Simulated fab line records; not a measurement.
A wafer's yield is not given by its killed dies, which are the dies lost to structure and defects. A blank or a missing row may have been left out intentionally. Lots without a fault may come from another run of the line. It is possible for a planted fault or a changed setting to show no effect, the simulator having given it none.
A struck lot beside a sound one :: flow rit_cmos :: 18 out of 202 route steps
Sound: these wafers, L688.1, L688.3, L688.5. The struck wafers were L699.1, L699.5, L699.6. Last of all comes the cause.
Per side, at each step with rows, come the tool, then ch with its chambers, and then its first start. Under that, the readings that differ: sound wafers :: struck wafers :: difference of the means :: sigmas: that difference in standard deviations of wafers without a fault.
alike: words and numbers the same on both sides, and readings whose means are apart by under 2 such deviations; not compared: readings that were withheld, readings missing a value for some wafer, numbers with overlapping values and no deviation given by the record, and bounds like >300 which may hide the same value.
A row with sigmas, a row that says differs or no value, or rows on one side alone: a step with any of these is where the two part. Numbers that have no deviation but don't overlap get no sigmas and don't part them. A reading that every wafer of one side lacks parts them only if that side has two wafers or more.

first, 1 step without rows for these wafers: RIT_PLDD_IMPLANT_08.
RIT_PLDD_STRIP_09: strips in O2, time 180 s.
  sound on plasma_asher-03 ch 0,1, day 3 07:00; struck on plasma_asher-03 ch 0,1, day 5 11:33
  alike: drypump_motor_current_A, o2_flow_sccm
  not compared: rf_hours_counter_h
RIT_PLDD_TW_MEAS_10:
  sound: film_metro-01 at day 3 07:10; struck: film_metro-02 at day 5 11:43
  alike: PLDD_TW
then, 4 steps without rows for these wafers: RIT_SPACER_CLEAN_00 (cleans in SC1, time 600 s); RIT_SPACER_CLEAN_01 (cleans in dHF, time 30 s); RIT_SPACER_CLEAN_02 (cleans in SC2, time 600 s); RIT_SPACER_CVD_03 (deposits Si3N4 from SiH2Cl2/NH3, target thk 250 nm, time 3300 s).
RIT_SPACER_THK_MEAS_04:
  sound: film_metro-01 at day 3 09:32; struck: film_metro-01 at day 5 14:19
  alike: SPACER_NITRIDE_THK
RIT_SPACER_ETCHBACK_05: etches Si3N4 in SF6/CHF3, stops on SiO2, target depth 250 nm, time 240 s.
  sound on rie_diel-01 ch 0,1, day 3 09:35; struck on rie_diel-03 ch 2,3, day 5 14:22
  alike: drypump_motor_current_A, oes_product_au, throttle_valve_pct
  not compared: rf_hours_counter_h
then, 3 steps without rows for these wafers: RIT_NSD_HMDS_00 (prime time 60 s); RIT_NSD_COAT_01 (resist thk 1000 nm); RIT_NSD_SOFTBAKE_02 (time 60 s).
RIT_NSD_EXPOSE_03: exposes mask M9, target cd 40700 nm.
  sound on iline_stepper-02 ch 0, day 3 10:19; struck on iline_stepper-01 ch 0, day 5 15:05
reading: model.NSD.overlay_x_nm (nm)
sound: -0.9595 -0.9595 -0.9595
struck: 361.9 361.9 361.9
difference: +362.9
sigmas: 
  alike: mask
then, 2 steps without rows for these wafers: RIT_NSD_PEB_04; RIT_NSD_DEVELOP_05 (develop time 50 s).
RIT_NSD_OVL_MEAS_06:
  sound: overlay-02 at day 3 10:47; struck: overlay-01 at day 5 15:34
reading: NSD_OVL (nm)
sound: -1.2 -2.6 -0.4
struck: 361.2 362.0 361.7
difference: +363.0
sigmas: +99 or more
then, 1 step without rows for these wafers: RIT_NSD_HARDBAKE_07 (time 60 s).
RIT_M1_PROBE_99:
  sound: prober-02 at day 3 21:15; struck: prober-02 at day 6 02:01
reading: model.etest.select_edge_diode_n.over_limit
sound: 0 0 0
struck: 1 1 1
difference: +1
sigmas: 
  alike: killed_at_contacts, killed_at_front_end, killed_dies, killed_on_rim, killed_open, killed_short

== WHERE THEY PART ==
Only at RIT_NSD_OVL_MEAS_06, as far as this record shows. Later steps at which nothing parts them and some readings are alike: RIT_M1_PROBE_99.

WHY: whatever the simulator had introduced
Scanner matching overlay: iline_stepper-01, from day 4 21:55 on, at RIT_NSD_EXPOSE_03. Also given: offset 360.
